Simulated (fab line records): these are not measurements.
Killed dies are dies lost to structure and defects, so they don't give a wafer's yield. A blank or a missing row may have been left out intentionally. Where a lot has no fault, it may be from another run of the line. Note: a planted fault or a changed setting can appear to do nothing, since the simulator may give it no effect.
Check of tool commonality    flow rit-cmos    Sample size 15 lots and 54 wafers

## WHAT PROMPTED THE OPENING
RIT_REOX_THK_MEAS_04, reading REOX_OXIDE_THK: flagged on 3 of 15 lots. Fault-free wafers read 26.1 nm, with a standard deviation of 0.42.
Rule: flag the lot when none of its wafers has a number, or when each of its wafers that has one lies beyond 4 standard deviations from that mean. The other lots count as sound.

lot   measured     on             REOX_OXIDE_THK (nm), wafer by wafer  flag
L322  day 2 23:52  film-metro-01  25.4 25.0 24.9                       
L324  day 3 11:28  film-metro-01  25.7 25.5 25.6                       
L323  day 3 11:28  film-metro-03  26.4 26.3 25.9                       
L326  day 4 01:26  film-metro-02  26.4 26.1 26.7                       
L325  day 4 01:29  film-metro-02  41.9 41.9 41.4 41.9 41.8 41.4        FLAGGED
L327  day 4 06:41  film-metro-02  25.5 25.8 25.9                       
L329  day 4 19:56  film-metro-02  41.0 40.8 40.5 41.1 40.8 40.5        FLAGGED
L333  day 5 12:41  film-metro-02  43.5 42.9 42.6 43.4 42.9 42.6        FLAGGED
L334  day 5 14:22  film-metro-02  25.7 25.9 25.5                       
L336  day 5 20:25  film-metro-01  26.2 26.6 26.6                       
L337  day 6 03:08  film-metro-01  26.6 26.5 26.6                       
L338  day 6 09:35  film-metro-02  25.9 25.7 26.1                       
L339  day 6 13:32  film-metro-03  26.0 26.6 25.9                       
L343  day 7 11:05  film-metro-01  26.5 26.4 26.4                       
L344  day 7 20:18  film-metro-02  26.6 26.7 26.8                       
The mean of the flagged lots' numbers is 41.8 nm, +15.7 nm from the usual (+37 standard deviations).

## WHICH TOOL RAN EACH LOT
The record holds 1 process step before the reading, out of a route of 202 steps. In each cell: the tool, then ch and the chambers that the sampled wafers went through, then the start.
lot   flag     RIT_REOX_OXIDATION_03
L322           furnace-04 ch 0, day 2 21:19
L324           furnace-04 ch 0, day 3 08:53
L323           furnace-04 ch 0, day 3 08:53
L326           furnace-01 ch 0, day 3 22:53
L325  FLAGGED  furnace-01 ch 0, day 3 18:46
L327           furnace-03 ch 0, day 4 04:08
L329  FLAGGED  furnace-04 ch 0, day 4 13:46
L333  FLAGGED  furnace-04 ch 0, day 5 07:20 and furnace-03 ch 0, day 5 10:08
L334           furnace-04 ch 0, day 5 11:49
L336           furnace-03 ch 0, day 5 17:52
L337           furnace-01 ch 0, day 6 00:33
L338           furnace-03 ch 0, day 6 07:02
L339           furnace-03 ch 0, day 6 10:59
L343           furnace-01 ch 0, day 7 08:31
L344           furnace-03 ch 0, day 7 17:45
What is done by these steps:
- RIT_REOX_OXIDATION_03: target thk 25.2 nm, ox time 5804 s.
- RIT_REOX_THK_MEAS_04

## FLAGGED OVER TOTAL, TOOL BY TOOL (the gauges that took the reading come last)
step                   tool           lots run  flagged  share of the flagged lots  sound lots run after its first flagged lot
RIT_REOX_OXIDATION_03  furnace-01     4         1        some                       3 (L326,L337,L343)
RIT_REOX_OXIDATION_03  furnace-03     6         1        some                       4 (L336,L338,L339,L344)
RIT_REOX_OXIDATION_03  furnace-04     6         2        some                       1 (L334)
RIT_REOX_THK_MEAS_04   film-metro-01  5         0        none                       -
RIT_REOX_THK_MEAS_04   film-metro-02  8         3        all                        4 (L327,L334,L338,L344)
RIT_REOX_THK_MEAS_04   film-metro-03  2         0        none                       -

## WHAT IS ALLOWED BY THE TABLE
1 row of the table ran every flagged lot: film-metro-02 at RIT_REOX_THK_MEAS_04.
- film-metro-02 at RIT_REOX_THK_MEAS_04 ran 8 lots, 3 of them flagged. Sound lots followed the first flagged one (L327, L334, L338, L344) on it, something a lasting fault affecting the whole tool could not allow.
No row of the table ran every flagged lot and no sound lot after the first.

## WHAT THE SIMULATOR HAD PUT IN
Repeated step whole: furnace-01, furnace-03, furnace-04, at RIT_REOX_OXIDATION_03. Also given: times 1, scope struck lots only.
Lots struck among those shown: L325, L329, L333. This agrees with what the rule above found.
